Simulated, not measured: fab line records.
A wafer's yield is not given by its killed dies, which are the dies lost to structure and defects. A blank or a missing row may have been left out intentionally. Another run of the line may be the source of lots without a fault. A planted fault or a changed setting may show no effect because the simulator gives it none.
fab line records / flow berkeley_cmos170
record lots=15 wafers=45 last_day=11
route steps=331 shown PLDD@150
lots that met no fault: from a run of the same line without faults
start_h: hours from the record's first day to the start of the lot's first wafer shown / wait_h: hours since the lot's step before / " as in the row above / L1.1+2: several wafers, shown together as one row / - either no value or no given start / * or withheld: withheld / < > ~ a bound
route shown NAME@n: a module of which the file shows steps, and the number in the route of the first / usual: mean/standard deviation of fault-free wafers / same: alike in all rows / chamber/n: place in a boat / sites: each site's reading / _std_site: the standard deviation of these / _edge_site: inner sites' mean taken away from outer sites' mean / radius_mm: for every site, how far away it sits from the centre of the wafer / mask NAME#n: copy n / behind: the tool/chamber that last shaped the wafer / hold: reason for holding the lot/hours on hold/outcome of the hold / device: the n, p or np transistor that did not switch / end of line: the route-end tests of the same wafers / step lacking rows: just its recipe / killed: count of dies lost to structure and defects at first sort (not the wafer's yield) / map: dies across one wafer; x = killed, . = not, _ = none there
set.NAME: the setting the step ran with; set.NAME@STEP: the setting that earlier step ran with / model.NAME: the simulator's own value behind a step, which no gauge read
a sample of lots followed through the steps of the route, with each step as a table and each wafer as a row
## steps
# step UCB170_PLDD_DEVELOP_05
# recipe developer=TMAH develop_time_s=45 resist=KrF dev_temp_c=21
# usual chill_plate_temp_C=23.02/0.11 develop_time_s=45/0 resist_line_temp_C=22.98/0.098
lot.wafer=L171.1 tool=litho_track-03 chamber=0 start_h=139 wait_h=- chill_plate_temp_C=23.16 develop_time_s=45 resist_line_temp_C=22.87
lot.wafer=L171.2 tool=litho_track-03 chamber=0 start_h=139 wait_h=- chill_plate_temp_C=23.19 develop_time_s=45 resist_line_temp_C=22.92
lot.wafer=L171.3 tool=litho_track-03 chamber=0 start_h=139 wait_h=- chill_plate_temp_C=23.20 develop_time_s=45 resist_line_temp_C=22.68
lot.wafer=L175.1 tool=litho_track-01 chamber=0 start_h=149 wait_h=- chill_plate_temp_C=22.96 develop_time_s=45 resist_line_temp_C=23.22
lot.wafer=L175.2 tool=litho_track-01 chamber=0 start_h=149 wait_h=- chill_plate_temp_C=22.86 develop_time_s=45 resist_line_temp_C=23.07
lot.wafer=L175.4 tool=litho_track-01 chamber=0 start_h=149 wait_h=- chill_plate_temp_C=22.98 develop_time_s=45 resist_line_temp_C=22.91
lot.wafer=L174.1 tool=litho_track-02 chamber=0 start_h=149 wait_h=- chill_plate_temp_C=22.95 develop_time_s=45 resist_line_temp_C=22.96
lot.wafer=L174.3 tool=litho_track-02 chamber=0 start_h=149 wait_h=- chill_plate_temp_C=22.82 develop_time_s=45 resist_line_temp_C=22.95
lot.wafer=L174.5 tool=litho_track-02 chamber=0 start_h=149 wait_h=- chill_plate_temp_C=22.93 develop_time_s=45 resist_line_temp_C=22.96
lot.wafer=L176.2 tool=litho_track-03 chamber=- start_h=162 wait_h=- chill_plate_temp_C=- develop_time_s=- resist_line_temp_C=-
lot.wafer=L176.5 tool=litho_track-03 chamber=- start_h=162 wait_h=- chill_plate_temp_C=- develop_time_s=- resist_line_temp_C=-
lot.wafer=L176.6 tool=litho_track-03 chamber=- start_h=162 wait_h=- chill_plate_temp_C=- develop_time_s=- resist_line_temp_C=-
lot.wafer=L179.1 tool=litho_track-01 chamber=- start_h=177 wait_h=- chill_plate_temp_C=- develop_time_s=- resist_line_temp_C=-
lot.wafer=L179.4 tool=litho_track-01 chamber=- start_h=177 wait_h=- chill_plate_temp_C=- develop_time_s=- resist_line_temp_C=-
lot.wafer=L179.5 tool=litho_track-01 chamber=- start_h=177 wait_h=- chill_plate_temp_C=- develop_time_s=- resist_line_temp_C=-
lot.wafer=L180.1 tool=litho_track-01 chamber=- start_h=185 wait_h=- chill_plate_temp_C=- develop_time_s=- resist_line_temp_C=-
lot.wafer=L180.2 tool=litho_track-01 chamber=- start_h=185 wait_h=- chill_plate_temp_C=- develop_time_s=- resist_line_temp_C=-
lot.wafer=L180.6 tool=litho_track-01 chamber=- start_h=185 wait_h=- chill_plate_temp_C=- develop_time_s=- resist_line_temp_C=-
lot.wafer=L181.1 tool=litho_track-03 chamber=0 start_h=186 wait_h=- chill_plate_temp_C=22.98 develop_time_s=45 resist_line_temp_C=22.95
lot.wafer=L181.4 tool=litho_track-03 chamber=0 start_h=186 wait_h=- chill_plate_temp_C=22.84 develop_time_s=45 resist_line_temp_C=22.97
lot.wafer=L181.5 tool=litho_track-03 chamber=0 start_h=186 wait_h=- chill_plate_temp_C=22.87 develop_time_s=45 resist_line_temp_C=22.96
lot.wafer=L182.2 tool=litho_track-01 chamber=0 start_h=186 wait_h=- chill_plate_temp_C=22.95 develop_time_s=45 resist_line_temp_C=23.08
lot.wafer=L182.3 tool=litho_track-01 chamber=0 start_h=186 wait_h=- chill_plate_temp_C=23.05 develop_time_s=45 resist_line_temp_C=23.10
lot.wafer=L182.5 tool=litho_track-01 chamber=0 start_h=186 wait_h=- chill_plate_temp_C=22.96 develop_time_s=45 resist_line_temp_C=23.19
lot.wafer=L184.1 tool=litho_track-02 chamber=0 start_h=186 wait_h=- chill_plate_temp_C=22.83 develop_time_s=45 resist_line_temp_C=23.05
lot.wafer=L184.3 tool=litho_track-02 chamber=0 start_h=186 wait_h=- chill_plate_temp_C=22.96 develop_time_s=45 resist_line_temp_C=23.08
lot.wafer=L184.6 tool=litho_track-02 chamber=0 start_h=186 wait_h=- chill_plate_temp_C=23.00 develop_time_s=45 resist_line_temp_C=22.95
lot.wafer=L189.2 tool=litho_track-01 chamber=0 start_h=202 wait_h=- chill_plate_temp_C=23.04 develop_time_s=45 resist_line_temp_C=22.82
lot.wafer=L189.4 tool=litho_track-01 chamber=0 start_h=202 wait_h=- chill_plate_temp_C=23.00 develop_time_s=45 resist_line_temp_C=23.02
lot.wafer=L189.5 tool=litho_track-01 chamber=0 start_h=202 wait_h=- chill_plate_temp_C=23.08 develop_time_s=45 resist_line_temp_C=23.20
lot.wafer=L190.1 tool=litho_track-01 chamber=0 start_h=219 wait_h=- chill_plate_temp_C=23.00 develop_time_s=45 resist_line_temp_C=22.97
lot.wafer=L190.2 tool=litho_track-01 chamber=0 start_h=219 wait_h=- chill_plate_temp_C=23.12 develop_time_s=45 resist_line_temp_C=23.10
lot.wafer=L190.4 tool=litho_track-01 chamber=0 start_h=219 wait_h=- chill_plate_temp_C=23.10 develop_time_s=45 resist_line_temp_C=23.00
lot.wafer=L191.1 tool=litho_track-03 chamber=0 start_h=219 wait_h=- chill_plate_temp_C=22.90 develop_time_s=45 resist_line_temp_C=23.01
lot.wafer=L191.2 tool=litho_track-03 chamber=0 start_h=219 wait_h=- chill_plate_temp_C=22.99 develop_time_s=45 resist_line_temp_C=23.02
lot.wafer=L191.6 tool=litho_track-03 chamber=0 start_h=219 wait_h=- chill_plate_temp_C=22.97 develop_time_s=45 resist_line_temp_C=22.88
lot.wafer=L193.1 tool=litho_track-03 chamber=0 start_h=226 wait_h=- chill_plate_temp_C=23.09 develop_time_s=45 resist_line_temp_C=22.91
lot.wafer=L193.2 tool=litho_track-03 chamber=0 start_h=226 wait_h=- chill_plate_temp_C=23.02 develop_time_s=45 resist_line_temp_C=22.90
lot.wafer=L193.4 tool=litho_track-03 chamber=0 start_h=226 wait_h=- chill_plate_temp_C=22.97 develop_time_s=45 resist_line_temp_C=22.89
lot.wafer=L194.2 tool=litho_track-02 chamber=0 start_h=227 wait_h=- chill_plate_temp_C=22.98 develop_time_s=45 resist_line_temp_C=23.03
lot.wafer=L194.3 tool=litho_track-02 chamber=0 start_h=227 wait_h=- chill_plate_temp_C=23.18 develop_time_s=45 resist_line_temp_C=23.09
lot.wafer=L194.6 tool=litho_track-02 chamber=0 start_h=227 wait_h=- chill_plate_temp_C=23.08 develop_time_s=45 resist_line_temp_C=23.09
lot.wafer=L192.1 tool=litho_track-03 chamber=0 start_h=227 wait_h=- chill_plate_temp_C=23.00 develop_time_s=45 resist_line_temp_C=23.00
lot.wafer=L192.2 tool=litho_track-03 chamber=0 start_h=227 wait_h=- chill_plate_temp_C=23.04 develop_time_s=45 resist_line_temp_C=22.95
lot.wafer=L192.4 tool=litho_track-03 chamber=0 start_h=227 wait_h=- chill_plate_temp_C=23.09 develop_time_s=45 resist_line_temp_C=23.00
## key
first_sign step=UCB170_PLDD_DEVELOP_05 reading=tool_record direction=missing
effect none on later readings
met_at UCB170_PLDD_DEVELOP_05
struck_lots L176,L179,L180
sort_left_out L176.2,L176.5,L176.6,L179.1,L179.4,L179.5,L180.1,L180.2,L180.6
tester_left_out L176,L179,L180
fault kind=skipped_step_whole tool=litho_track-01,litho_track-03 chamber=- onset_h=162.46 steps=UCB170_PLDD_DEVELOP_05 scope=struck_lots_only
# tester_left_out: of these lots the tester's yield and bins aren't shown, on N5 and GAA mostly nor the transistor test; their killed dies are dies lost to structure and defects alone, not to doping, threshold or leakage, so they don't give the yield
# sort_left_out: the simulated sort isn't trusted on such a fault, so these wafers' sort isn't shown, and their yield isn't known
